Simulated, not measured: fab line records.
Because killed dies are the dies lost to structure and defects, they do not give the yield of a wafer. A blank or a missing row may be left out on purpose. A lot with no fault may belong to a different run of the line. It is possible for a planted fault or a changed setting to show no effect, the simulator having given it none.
fab line records / flow rit-cmos
[record] lots = 6 wafers = 18 last-day = 7
route steps=202 shown NSD@131 PSD@142 M1@202
lots untouched by any fault: they come from a run of this same line in which no faults occurred
start-h: the number of hours between the record's first day and the start of the first shown wafer of the lot / wait-h: hours from the lot's prior step to this one / " identical to the entry in the row above / L1.1+2: a single row standing in for several wafers / - either no value or no given start / * or withheld: withheld / < > ~ a bound
route shown NAME@n: NAME is a module with steps in the file, n the number in the route of the first one / usual: average and standard deviation across the fault-free wafers / same: alike in all rows / chamber/n: place in a boat / sites: each site's reading / _std_site: the values' standard deviation / _edge_site: inner sites' mean taken away from outer sites' mean / radius-mm: for every site, how far away it sits from the centre of the wafer / mask NAME#n: copy n / behind: the most recent tool/chamber to have shaped the wafer / hold: the reason the lot was held/the length of the hold in hours/how it ended / device: names the non-switching transistor (n, p or np) / end of line: the tests these same wafers got at the end of their route / step lacking rows: just its recipe / killed: dies that structure and defects cost at the first sort, which is not the same as the wafer's yield / map: a wafer's dies, marking killed ones x, the rest . and places with no die _
set.NAME: setting as actually run; set.NAME@STEP: the setting as run at that earlier step / model.NAME: the simulator's own value behind a step, which no gauge read
a table for each step, a row for each wafer; lots at some steps of the route
services: the hour from which a tool's chamber was out of use, counted from the record's first day as start-h (under 0 if before that day), plus the number of hours and why
[[steps]]
[step RIT_NSD_HMDS_00]
[recipe] prime-time-s = 60 prime-temp-c = 140
[step RIT_NSD_COAT_01]
[recipe] resist = NOVOLAK spin-rpm = 3250 resist-thk-nm = 1000
[step RIT_NSD_SOFTBAKE_02]
[recipe] resist = NOVOLAK temp-c = 90 time-s = 60
[step RIT_NSD_EXPOSE_03]
[recipe] mask-id = M9 na = 0.57 target-cd-nm = 40700 dose-mj = 250
[step RIT_NSD_PEB_04]
[recipe] resist = NOVOLAK temp-c = withheld time-s = withheld
[step RIT_NSD_DEVELOP_05]
[recipe] resist = NOVOLAK develop-time-s = 50 dev-temp-c = 23
[step RIT_NSD_OVL_MEAS_06]
[usual] NSD_OVL = 1.2/1.5
lot.wafer=L820.3 tool=overlay-02 chamber=- start-h=59.52 wait-h=- NSD_OVL[nm]=0.7
lot.wafer=L820.5 tool=overlay-02 chamber=- start-h=59.52 wait-h=- NSD_OVL[nm]=0.5
lot.wafer=L820.6 tool=overlay-02 chamber=- start-h=59.52 wait-h=- NSD_OVL[nm]=-1.1
lot.wafer=L821.3 tool=overlay-01 chamber=- start-h=63.77 wait-h=- NSD_OVL[nm]=2.9
lot.wafer=L821.5 tool=overlay-01 chamber=- start-h=63.77 wait-h=- NSD_OVL[nm]=1.9
lot.wafer=L821.6 tool=overlay-01 chamber=- start-h=63.77 wait-h=- NSD_OVL[nm]=3.6
lot.wafer=L828.2 tool=overlay-01 chamber=- start-h=97.07 wait-h=- NSD_OVL[nm]=1.5
lot.wafer=L828.3 tool=overlay-01 chamber=- start-h=97.07 wait-h=- NSD_OVL[nm]=2.8
lot.wafer=L828.5 tool=overlay-01 chamber=- start-h=97.07 wait-h=- NSD_OVL[nm]=1.5
lot.wafer=L831.1 tool=overlay-02 chamber=- start-h=108.68 wait-h=- NSD_OVL[nm]=0.0
lot.wafer=L831.3 tool=overlay-02 chamber=- start-h=108.68 wait-h=- NSD_OVL[nm]=0.0
lot.wafer=L831.6 tool=overlay-02 chamber=- start-h=108.68 wait-h=- NSD_OVL[nm]=0.1
lot.wafer=L838.2 tool=overlay-01 chamber=- start-h=146.48 wait-h=- NSD_OVL[nm]=1.6
lot.wafer=L838.3 tool=overlay-01 chamber=- start-h=146.48 wait-h=- NSD_OVL[nm]=4.4
lot.wafer=L838.5 tool=overlay-01 chamber=- start-h=146.48 wait-h=- NSD_OVL[nm]=0.6
lot.wafer=L841.1 tool=overlay-01 chamber=- start-h=158.35 wait-h=- NSD_OVL[nm]=0.6
lot.wafer=L841.3 tool=overlay-01 chamber=- start-h=158.35 wait-h=- NSD_OVL[nm]=0.2
lot.wafer=L841.6 tool=overlay-01 chamber=- start-h=158.35 wait-h=- NSD_OVL[nm]=-1.3
[step RIT_NSD_HARDBAKE_07]
[recipe] resist = NOVOLAK temp-c = 140 time-s = 60
[step RIT_NSD_IMPLANT_08]
[recipe] species = P energy-kev = 25 dose-cm2 = 1e+15 tilt-deg = 7
[step RIT_NSD_STRIP_09]
[recipe] chemistry = O2 time-s = 180 resist = NOVOLAK platen-temp-c = withheld power-w = 500 pressure-mtorr = 4000 o2-flow-sccm = 4000
[usual] drypump-motor-current-A = 5.5/0.49
[same] time-s = 180
lot.wafer=L820.3 tool=plasma-asher-01 chamber=1 start-h=59.90 wait-h=0.1 drypump-motor-current-A=4.8 rf-hours-counter-h=-
lot.wafer=L820.5 tool=plasma-asher-01 chamber=1 start-h=59.90 wait-h=0.1 drypump-motor-current-A=4.8 rf-hours-counter-h=-
lot.wafer=L820.6 tool=plasma-asher-01 chamber=0 start-h=59.90 wait-h=0.1 drypump-motor-current-A=5.8 rf-hours-counter-h=-
lot.wafer=L821.3 tool=plasma-asher-03 chamber=0 start-h=64.15 wait-h=0.1 drypump-motor-current-A=5.3 rf-hours-counter-h=-
lot.wafer=L821.5 tool=plasma-asher-03 chamber=1 start-h=64.15 wait-h=0.1 drypump-motor-current-A=6.0 rf-hours-counter-h=-
lot.wafer=L821.6 tool=plasma-asher-03 chamber=0 start-h=64.15 wait-h=0.1 drypump-motor-current-A=5.3 rf-hours-counter-h=-
lot.wafer=L828.2 tool=plasma-asher-04 chamber=1 start-h=97.40 wait-h=0.1 drypump-motor-current-A=6.1 rf-hours-counter-h=45
lot.wafer=L828.3 tool=plasma-asher-04 chamber=0 start-h=97.40 wait-h=0.1 drypump-motor-current-A=5.3 rf-hours-counter-h=-
lot.wafer=L828.5 tool=plasma-asher-04 chamber=1 start-h=97.40 wait-h=0.1 drypump-motor-current-A=6.1 rf-hours-counter-h=-
lot.wafer=L831.1 tool=plasma-asher-04 chamber=1 start-h=109.02 wait-h=0.1 drypump-motor-current-A=6.1 rf-hours-counter-h=46
lot.wafer=L831.3 tool=plasma-asher-04 chamber=1 start-h=109.02 wait-h=0.1 drypump-motor-current-A=6.1 rf-hours-counter-h=-
lot.wafer=L831.6 tool=plasma-asher-04 chamber=0 start-h=109.02 wait-h=0.1 drypump-motor-current-A=5.3 rf-hours-counter-h=-
lot.wafer=L838.2 tool=plasma-asher-03 chamber=1 start-h=146.81 wait-h=0.1 drypump-motor-current-A=6.1 rf-hours-counter-h=3
lot.wafer=L838.3 tool=plasma-asher-03 chamber=0 start-h=146.81 wait-h=0.1 drypump-motor-current-A=5.2 rf-hours-counter-h=-
lot.wafer=L838.5 tool=plasma-asher-03 chamber=0 start-h=146.81 wait-h=0.1 drypump-motor-current-A=5.2 rf-hours-counter-h=-
lot.wafer=L841.1 tool=plasma-asher-03 chamber=0 start-h=158.69 wait-h=0.1 drypump-motor-current-A=5.2 rf-hours-counter-h=4
lot.wafer=L841.3 tool=plasma-asher-03 chamber=1 start-h=158.69 wait-h=0.1 drypump-motor-current-A=6.1 rf-hours-counter-h=-
lot.wafer=L841.6 tool=plasma-asher-03 chamber=1 start-h=158.69 wait-h=0.1 drypump-motor-current-A=6.0 rf-hours-counter-h=-
[step RIT_NSD_TW_MEAS_10]
[usual] NSD_TW = 3120/12
lot.wafer=L820.3 tool=film-metro-02 chamber=- start-h=60.04 wait-h=0.1 NSD_TW=3126
lot.wafer=L820.5 tool=film-metro-02 chamber=- start-h=60.04 wait-h=0.1 NSD_TW=3150
lot.wafer=L820.6 tool=film-metro-02 chamber=- start-h=60.04 wait-h=0.1 NSD_TW=3130
lot.wafer=L821.3 tool=film-metro-01 chamber=- start-h=64.29 wait-h=0.1 NSD_TW=3120
lot.wafer=L821.5 tool=film-metro-01 chamber=- start-h=64.29 wait-h=0.1 NSD_TW=3134
lot.wafer=L821.6 tool=film-metro-01 chamber=- start-h=64.29 wait-h=0.1 NSD_TW=3129
lot.wafer=L828.2 tool=film-metro-01 chamber=- start-h=97.58 wait-h=0.1 NSD_TW=3117
lot.wafer=L828.3 tool=film-metro-01 chamber=- start-h=97.58 wait-h=0.1 NSD_TW=3099
lot.wafer=L828.5 tool=film-metro-01 chamber=- start-h=97.58 wait-h=0.1 NSD_TW=3102
lot.wafer=L831.1 tool=film-metro-01 chamber=- start-h=109.19 wait-h=0.1 NSD_TW=3130
lot.wafer=L831.3 tool=film-metro-01 chamber=- start-h=109.19 wait-h=0.1 NSD_TW=3119
lot.wafer=L831.6 tool=film-metro-01 chamber=- start-h=109.19 wait-h=0.1 NSD_TW=3112
lot.wafer=L838.2 tool=film-metro-01 chamber=- start-h=147.00 wait-h=0.1 NSD_TW=3111
lot.wafer=L838.3 tool=film-metro-01 chamber=- start-h=147.00 wait-h=0.1 NSD_TW=3114
lot.wafer=L838.5 tool=film-metro-01 chamber=- start-h=147.00 wait-h=0.1 NSD_TW=3110
lot.wafer=L841.1 tool=film-metro-03 chamber=- start-h=158.86 wait-h=0.1 NSD_TW=3123
lot.wafer=L841.3 tool=film-metro-03 chamber=- start-h=158.86 wait-h=0.1 NSD_TW=3128
lot.wafer=L841.6 tool=film-metro-03 chamber=- start-h=158.86 wait-h=0.1 NSD_TW=3134
[step RIT_PSD_HMDS_00]
[recipe] prime-time-s = 60 prime-temp-c = 140
[step RIT_PSD_COAT_01]
[recipe] resist = NOVOLAK spin-rpm = 3250 resist-thk-nm = 1000
lot.wafer=L820.3 tool=litho-track-04 chamber=0 start-h=60.28 wait-h=0.1 model.NOVOLAK_of_PSD_COAT_01.thk-nm=995.8
lot.wafer=L820.5 tool=litho-track-04 chamber=0 start-h=60.28 wait-h=0.1 model.NOVOLAK_of_PSD_COAT_01.thk-nm=994
lot.wafer=L820.6 tool=litho-track-04 chamber=0 start-h=60.28 wait-h=0.1 model.NOVOLAK_of_PSD_COAT_01.thk-nm=999.3
lot.wafer=L821.3 tool=litho-track-03 chamber=0 start-h=64.56 wait-h=0.1 model.NOVOLAK_of_PSD_COAT_01.thk-nm=1002
lot.wafer=L821.5 tool=litho-track-03 chamber=0 start-h=64.56 wait-h=0.1 model.NOVOLAK_of_PSD_COAT_01.thk-nm=1003
lot.wafer=L821.6 tool=litho-track-03 chamber=0 start-h=64.56 wait-h=0.1 model.NOVOLAK_of_PSD_COAT_01.thk-nm=1005
lot.wafer=L828.2 tool=litho-track-04 chamber=0 start-h=97.81 wait-h=0.1 model.NOVOLAK_of_PSD_COAT_01.thk-nm=1004
lot.wafer=L828.3 tool=litho-track-04 chamber=0 start-h=97.81 wait-h=0.1 model.NOVOLAK_of_PSD_COAT_01.thk-nm=1003
lot.wafer=L828.5 tool=litho-track-04 chamber=0 start-h=97.81 wait-h=0.1 model.NOVOLAK_of_PSD_COAT_01.thk-nm=998.3
lot.wafer=L831.1 tool=litho-track-03 chamber=0 start-h=109.40 wait-h=0.1 model.NOVOLAK_of_PSD_COAT_01.thk-nm=998.4
lot.wafer=L831.3+6 tool=litho-track-03 chamber=0 start-h=109.40 wait-h=0.1 model.NOVOLAK_of_PSD_COAT_01.thk-nm=1000
lot.wafer=L838.2 tool=litho-track-03 chamber=0 start-h=147.22 wait-h=0.1 model.NOVOLAK_of_PSD_COAT_01.thk-nm=745.5
lot.wafer=L838.3 tool=litho-track-03 chamber=0 start-h=147.22 wait-h=0.1 model.NOVOLAK_of_PSD_COAT_01.thk-nm=747.6
lot.wafer=L838.5 tool=litho-track-03 chamber=0 start-h=147.22 wait-h=0.1 model.NOVOLAK_of_PSD_COAT_01.thk-nm=747
lot.wafer=L841.1 tool=litho-track-03 chamber=0 start-h=159.07 wait-h=0.1 model.NOVOLAK_of_PSD_COAT_01.thk-nm=747.2
lot.wafer=L841.3 tool=litho-track-03 chamber=0 start-h=159.07 wait-h=0.1 model.NOVOLAK_of_PSD_COAT_01.thk-nm=746.4
lot.wafer=L841.6 tool=litho-track-03 chamber=0 start-h=159.07 wait-h=0.1 model.NOVOLAK_of_PSD_COAT_01.thk-nm=744.9
[step RIT_PSD_SOFTBAKE_02]
[recipe] resist = NOVOLAK temp-c = 90 time-s = 60
[step RIT_PSD_EXPOSE_03]
[recipe] mask-id = M10 na = 0.57 target-cd-nm = 40900 dose-mj = 250
[step RIT_PSD_PEB_04]
[recipe] resist = NOVOLAK temp-c = withheld time-s = withheld
[step RIT_PSD_DEVELOP_05]
[recipe] resist = NOVOLAK develop-time-s = 50 dev-temp-c = 23
[step RIT_PSD_OVL_MEAS_06]
[usual] PSD_OVL = 0.8/1.8
lot.wafer=L820.3 tool=overlay-02 chamber=- start-h=61.07 wait-h=- PSD_OVL[nm]=-0.5
lot.wafer=L820.5 tool=overlay-02 chamber=- start-h=61.07 wait-h=- PSD_OVL[nm]=-0.7
lot.wafer=L820.6 tool=overlay-02 chamber=- start-h=61.07 wait-h=- PSD_OVL[nm]=0.6
lot.wafer=L821.3 tool=overlay-01 chamber=- start-h=65.47 wait-h=- PSD_OVL[nm]=1.0
lot.wafer=L821.5 tool=overlay-01 chamber=- start-h=65.47 wait-h=- PSD_OVL[nm]=1.1
lot.wafer=L821.6 tool=overlay-01 chamber=- start-h=65.47 wait-h=- PSD_OVL[nm]=0.2
lot.wafer=L828.2 tool=overlay-02 chamber=- start-h=98.49 wait-h=- PSD_OVL[nm]=-2.2
lot.wafer=L828.3 tool=overlay-02 chamber=- start-h=98.49 wait-h=- PSD_OVL[nm]=0.0
lot.wafer=L828.5 tool=overlay-02 chamber=- start-h=98.49 wait-h=- PSD_OVL[nm]=2.1
lot.wafer=L831.1 tool=overlay-01 chamber=- start-h=110.10 wait-h=- PSD_OVL[nm]=0.2
lot.wafer=L831.3 tool=overlay-01 chamber=- start-h=110.10 wait-h=- PSD_OVL[nm]=2.6
lot.wafer=L831.6 tool=overlay-01 chamber=- start-h=110.10 wait-h=- PSD_OVL[nm]=1.6
lot.wafer=L838.2 tool=overlay-02 chamber=- start-h=148.03 wait-h=- PSD_OVL[nm]=-2.5
lot.wafer=L838.3 tool=overlay-02 chamber=- start-h=148.03 wait-h=- PSD_OVL[nm]=0.2
lot.wafer=L838.5 tool=overlay-02 chamber=- start-h=148.03 wait-h=- PSD_OVL[nm]=-0.9
lot.wafer=L841.1 tool=overlay-01 chamber=- start-h=159.90 wait-h=- PSD_OVL[nm]=1.9
lot.wafer=L841.3 tool=overlay-01 chamber=- start-h=159.90 wait-h=- PSD_OVL[nm]=0.9
lot.wafer=L841.6 tool=overlay-01 chamber=- start-h=159.90 wait-h=- PSD_OVL[nm]=2.1
[step RIT_PSD_HARDBAKE_07]
[recipe] resist = NOVOLAK temp-c = 140 time-s = 60
[same] time-s = 60
lot.wafer=L820.3 tool=litho-track-04 chamber=0 start-h=61.14 wait-h=0.1 model.NOVOLAK_of_PSD_COAT_01.thk-nm=880.1
lot.wafer=L820.5 tool=litho-track-04 chamber=0 start-h=61.14 wait-h=0.1 model.NOVOLAK_of_PSD_COAT_01.thk-nm=878.5
lot.wafer=L820.6 tool=litho-track-04 chamber=0 start-h=61.14 wait-h=0.1 model.NOVOLAK_of_PSD_COAT_01.thk-nm=883.2
lot.wafer=L821.3 tool=litho-track-04 chamber=0 start-h=65.54 wait-h=0.1 model.NOVOLAK_of_PSD_COAT_01.thk-nm=885.4
lot.wafer=L821.5 tool=litho-track-04 chamber=0 start-h=65.54 wait-h=0.1 model.NOVOLAK_of_PSD_COAT_01.thk-nm=886.3
lot.wafer=L821.6 tool=litho-track-04 chamber=0 start-h=65.54 wait-h=0.1 model.NOVOLAK_of_PSD_COAT_01.thk-nm=888.5
lot.wafer=L828.2 tool=litho-track-04 chamber=0 start-h=98.54 wait-h=0.0 model.NOVOLAK_of_PSD_COAT_01.thk-nm=887.2
lot.wafer=L828.3 tool=litho-track-04 chamber=0 start-h=98.54 wait-h=0.0 model.NOVOLAK_of_PSD_COAT_01.thk-nm=886.3
lot.wafer=L828.5 tool=litho-track-04 chamber=0 start-h=98.54 wait-h=0.0 model.NOVOLAK_of_PSD_COAT_01.thk-nm=882.3
lot.wafer=L831.1 tool=litho-track-02 chamber=0 start-h=110.14 wait-h=0.0 model.NOVOLAK_of_PSD_COAT_01.thk-nm=882.3
lot.wafer=L831.3 tool=litho-track-02 chamber=0 start-h=110.14 wait-h=0.0 model.NOVOLAK_of_PSD_COAT_01.thk-nm=883.9
lot.wafer=L831.6 tool=litho-track-02 chamber=0 start-h=110.14 wait-h=0.0 model.NOVOLAK_of_PSD_COAT_01.thk-nm=883.7
lot.wafer=L838.2 tool=litho-track-03 chamber=0 start-h=148.08 wait-h=0.0 model.NOVOLAK_of_PSD_COAT_01.thk-nm=660.9
lot.wafer=L838.3 tool=litho-track-03 chamber=0 start-h=148.08 wait-h=0.0 model.NOVOLAK_of_PSD_COAT_01.thk-nm=662.8
lot.wafer=L838.5 tool=litho-track-03 chamber=0 start-h=148.08 wait-h=0.0 model.NOVOLAK_of_PSD_COAT_01.thk-nm=662.2
lot.wafer=L841.1 tool=litho-track-04 chamber=0 start-h=159.93 wait-h=0.0 model.NOVOLAK_of_PSD_COAT_01.thk-nm=662.5
lot.wafer=L841.3 tool=litho-track-04 chamber=0 start-h=159.93 wait-h=0.0 model.NOVOLAK_of_PSD_COAT_01.thk-nm=661.8
lot.wafer=L841.6 tool=litho-track-04 chamber=0 start-h=159.93 wait-h=0.0 model.NOVOLAK_of_PSD_COAT_01.thk-nm=660.4
[step RIT_PSD_IMPLANT_08]
[recipe] species = BF2 energy-kev = 27 dose-cm2 = 5e+15 tilt-deg = 7
[step RIT_M1_PROBE_99]
[usual] killed-at-contacts = 0.1/0.3 killed-at-front-end = 7/3.3 killed-dies = 7/3.3 killed-open = 3.8/2.3 killed-short = 3.5/2.1
[same] gross-dies = 264 killed_at_M0_to_M3 = 0 killed_at_M4_up = 0 killed-at-back-side = 0 killed-at-other = 0
lot.wafer=L820.3 tool=prober-01 chamber=- start-h=69.90 wait-h=0.2 killed-at-contacts=0 killed-at-front-end=5 killed-dies=5 killed-open=0 killed-short=5
lot.wafer=L820.5 tool=prober-01 chamber=- start-h=70.00 wait-h=0.2 killed-at-contacts=0 killed-at-front-end=4 killed-dies=4 killed-open=2 killed-short=2
lot.wafer=L820.6 tool=prober-01 chamber=- start-h=70.05 wait-h=0.2 killed-at-contacts=0 killed-at-front-end=9 killed-dies=9 killed-open=6 killed-short=3
lot.wafer=L821.3 tool=prober-01 chamber=- start-h=74.07 wait-h=0.2 killed-at-contacts=0 killed-at-front-end=6 killed-dies=6 killed-open=4 killed-short=2
lot.wafer=L821.5 tool=prober-01 chamber=- start-h=74.17 wait-h=0.2 killed-at-contacts=0 killed-at-front-end=5 killed-dies=5 killed-open=2 killed-short=3
lot.wafer=L821.6 tool=prober-01 chamber=- start-h=74.22 wait-h=0.2 killed-at-contacts=0 killed-at-front-end=9 killed-dies=9 killed-open=6 killed-short=3
lot.wafer=L838.2 tool=prober-02 chamber=- start-h=156.48 wait-h=0.1 killed-at-contacts=1 killed-at-front-end=12 killed-dies=13 killed-open=8 killed-short=5
lot.wafer=L838.3 tool=prober-02 chamber=- start-h=156.53 wait-h=0.2 killed-at-contacts=0 killed-at-front-end=13 killed-dies=13 killed-open=9 killed-short=4
lot.wafer=L838.5 tool=prober-02 chamber=- start-h=156.63 wait-h=0.2 killed-at-contacts=1 killed-at-front-end=9 killed-dies=10 killed-open=6 killed-short=4
lot.wafer=L841.1 tool=prober-01 chamber=- start-h=168.46 wait-h=0.1 killed-at-contacts=0 killed-at-front-end=11 killed-dies=11 killed-open=4 killed-short=7
lot.wafer=L841.3 tool=prober-01 chamber=- start-h=168.56 wait-h=0.2 killed-at-contacts=0 killed-at-front-end=4 killed-dies=4 killed-open=3 killed-short=1
lot.wafer=L841.6 tool=prober-01 chamber=- start-h=168.71 wait-h=0.2 killed-at-contacts=0 killed-at-front-end=6 killed-dies=6 killed-open=0 killed-short=6
// killed by level:class
L820.3 REOX:geometric-particle:short=3 FOX1:geometric-particle:short=1 SILICIDE:geometric-particle:short=1
L820.5 FOX1:geometric-particle:short=1 GATE:geometric-particle:open=1 GATE:geometric-particle:short=1 REOX:geometric-particle:open=1
L820.6 GATE:geometric-particle:open=5 GATE:geometric-particle:short=1 REOX:geometric-particle:short=1 REOX:geometric-particle:open=1 SILICIDE:geometric-particle:short=1
L821.3 GATE:geometric-particle:short=1 GATE:geometric-particle:open=1 REOX:geometric-particle:open=1 SPACER:geometric-particle:open=1 SPACER:geometric-particle:short=1 SILICIDE:geometric-particle:open=1
L821.5 GATE:geometric-particle:open=2 GATE:geometric-particle:short=2 FOX2:geometric-particle:short=1
L821.6 SPACER:geometric-particle:open=4 GATE:geometric-particle:open=2 SPACER:geometric-particle:short=2 GATE:geometric-particle:short=1
L838.2 GATE:geometric-particle:open=5 GATE:geometric-particle:short=3 SPACER:geometric-particle:open=2 REOX:geometric-particle:open=1 SILICIDE:geometric-particle:short=1 CONTACT:geometric-particle:short=1
L838.3 GATE:geometric-particle:open=4 FOX1:geometric-particle:open=2 GATE:geometric-particle:short=2 REOX:geometric-particle:short=2 REOX:geometric-particle:open=2 SPACER:geometric-particle:open=1
L838.5 GATE:geometric-particle:short=3 REOX:geometric-particle:open=2 SPACER:geometric-particle:open=2 FOX1:geometric-particle:open=1 GATE:geometric-particle:open=1 CONTACT:geometric-particle:short=1
L841.1 FOX1:geometric-particle:short=4 GATE:geometric-particle:open=4 GATE:geometric-particle:short=2 SILICIDE:geometric-particle:short=1
L841.3 GATE:geometric-particle:open=2 FOX1:geometric-particle:open=1 GATE:geometric-particle:short=1
L841.6 FOX1:geometric-particle:short=4 FOX2:geometric-particle:short=1 GATE:geometric-particle:short=1
[[services]]
tool=plasma-asher-03 chamber=- start-h=86.96 hours=2.8 kind=repair
tool=plasma-asher-03 chamber=- start-h=108.75 hours=9.0 kind=pm
tool=plasma-asher-03 chamber=0 start-h=108.75 hours=9.0 kind=vent-cycle
tool=plasma-asher-03 chamber=1 start-h=108.75 hours=9.0 kind=vent-cycle
tool=plasma-asher-03 chamber=0 start-h=117.75 hours=- kind=clean
tool=plasma-asher-03 chamber=1 start-h=117.75 hours=- kind=clean
tool=plasma-asher-04 chamber=- start-h=136.28 hours=2.8 kind=pm
[[key]]
first-sign none at tools or gauges
[model-effect] step = RIT_PSD_COAT_01 value = NOVOLAK_of_PSD_COAT_01.thk-nm without = 1002 struck = 746.4
[model-effect] step = RIT_PSD_HARDBAKE_07 value = NOVOLAK_of_PSD_COAT_01.thk-nm without = 885.7 struck = 661.8
met-at RIT_PSD_COAT_01
struck-wafers L838.2,L838.3,L838.5,L841.1,L841.3,L841.6
tester-left-out L838,L841
onset-between 109.40 147.22
also-fits time
[fault] kind = process-parameter-drift tool = litho-track-03 chamber = - onset-h = 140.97 steps = RIT_PSD_COAT_01 channel = resist-thk-nm offset = -255.25 shape = step end-h = 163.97 acts-in = these-recipes-only stated = 1000
// tester-left-out: of these lots the tester's yield and bins aren't shown, on N5 and GAA mostly nor the transistor test; their killed dies are dies lost to structure and defects alone, not to doping, threshold or leakage, so they don't give the yield
